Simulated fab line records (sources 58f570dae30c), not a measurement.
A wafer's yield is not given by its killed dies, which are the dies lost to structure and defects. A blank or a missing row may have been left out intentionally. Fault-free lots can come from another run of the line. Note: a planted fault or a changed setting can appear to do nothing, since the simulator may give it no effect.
Lot-split experiment	flow berkeley-cmos170	route with 331 steps; 5 lots, 23 wafers read

SPLIT DETAILS
At UCB170_M2_PEB_13, the setting peb-temp-c was moved away from the recipe's 130 C on 10 of the 23 wafers read, by -1.8% to +2.9%. The other wafers ran this setting at the recipe's value.

FROM THE SPLIT TO THE READING: what the file shows between them, 5 steps
- UCB170_M2_DEVELOP_14: develop time 45 s
- UCB170_M2_CD_MEAS_15: target cd 700 nm
- UCB170_M2_ETCH_17: etches BARC in N2/H2 (also split here: bias-w)
- UCB170_M2_METAL_ETCH_18: etches Al in Cl2/BCl3, stops on SiO2, target depth 1170 nm, time 195 s
- UCB170_M2_STRIP_19: strips in O2

THE READING
Shown in nm: cd-nm at UCB170_M2_CD_MEAS_90, with target cd 700 nm. A value of 701.3 nm with a standard deviation of 2.1 nm is what fault-free wafers of this fab line usually give.

wafer	tool, chamber at the split	peb-temp-c as run, C	against the recipe	cd-nm, nm	against lot-mates on the recipe
L076.1	litho-track-04, 0	130	recipe	699.3	-
L076.2	litho-track-04, 0	130	recipe	699.9	-
L076.3	litho-track-04, 0	131.6	+1.2%	687.4	-12.2
L076.4	litho-track-04, 0	131.6	+1.2%	687.8	-11.8
L076.5	litho-track-04, 0	130	recipe	699.7	-
L078.2	litho-track-04, 0	133.8	+2.9%	681.1	-23.7
L078.3	litho-track-04, 0	130	recipe	705.3	-
L078.4	litho-track-04, 0	133.8	+2.9%	679.8	-25.0
L078.5	litho-track-04, 0	133.8	+2.9%	682.5	-22.3
L078.6	litho-track-04, 0	130	recipe	704.3	-
L079.1	litho-track-02, 0	128.9	-0.8%	708.4	+9.3
L079.2	litho-track-02, 0	130	recipe	698.7	-
L079.4	litho-track-02, 0	130	recipe	699.5	-
L079.5	litho-track-02, 0	128.9	-0.8%	709.6	+10.5
L079.6	litho-track-02, 0	128.9	-0.8%	707.9	+8.8
L080.1	litho-track-02, 0	130	recipe	703.2	-
L080.2	litho-track-02, 0	127.6	-1.8%	718.7	+18.2
L080.3	litho-track-02, 0	130	recipe	697.9	-
L080.5	litho-track-02, 0	127.6	-1.8%	719.0	+18.5
L080.6	litho-track-02, 0	130	recipe	700.3	-
L082.2	litho-track-02, 0	130	recipe	700.1	-
L082.4	litho-track-02, 0	130	recipe	700.4	-
L082.6	litho-track-02, 0	130	recipe	699.9	-

THE FIT
A straight line over all 23 wafers: cd-nm changes by -7.81 nm for each +1% of peb-temp-c; r = -0.97; the points scatter about the line by 2.6 nm.
The same after taking each lot's own level away (the mean of its wafers on the recipe; 23 wafers): -8.83 nm for each +1%; r = -0.99; scatter 1.5 nm.
The reading moves by 26 nm for the largest change in peb-temp-c, on that fit.
From 699.10 to 704.80 nm: that is the span of the lots' own levels, equal to 2.7 times the standard deviation above.
In other words, the slope is changed by the lot-to-lot level; the two fits disagree.
Check: for one of the wafers moved furthest among these (+2.9%), held out of the fit, the line's prediction against its lot-mates is -25.7 nm. It came out at -23.7 nm against them.

ADDITIONAL SPLITS CARRIED BY THESE WAFERS
Before the reading, these wafers also passed through other splits. Each is held against what the fit with the lots' levels taken away leaves over:
other split on the same wafers	wafers away from the commonest value	r with cd-nm (lot level and that fit taken away)
UCB170_CONTACT_PEB_13 peb-temp-c	10	-0.19
UCB170_M1_COAT_04 spin-rpm	8	+0.01
UCB170_M2_ETCH_17 bias-w	5	+0.12

THE WHOLE CHAIN: every reading that the file lists as answering this split, in the file's order
step	what it does	reading	change (the file's fit)	r (the file's)
UCB170_M2_CD_MEAS_15	target cd 700 nm	cd-nm	-8.42 nm for each +1% of the setting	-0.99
UCB170_M2_ETCH_17	etches BARC in N2/H2	M2.cd-nm (the simulator's own value, which no gauge read)	-8.46 nm for each +1% of the setting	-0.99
UCB170_M2_METAL_ETCH_18	etches Al in Cl2/BCl3, stops on SiO2, target depth 1170 nm, time 195 s	M2.cd-nm (the simulator's own value, which no gauge read)	-8.83 nm for each +1% of the setting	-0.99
UCB170_M2_CD_MEAS_90	target cd 700 nm	cd-nm	-8.88 nm for each +1% of the setting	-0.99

THE FILE'S OWN FIT
cd-nm changes by -8.88 nm for each +1% of peb-temp-c, r = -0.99.
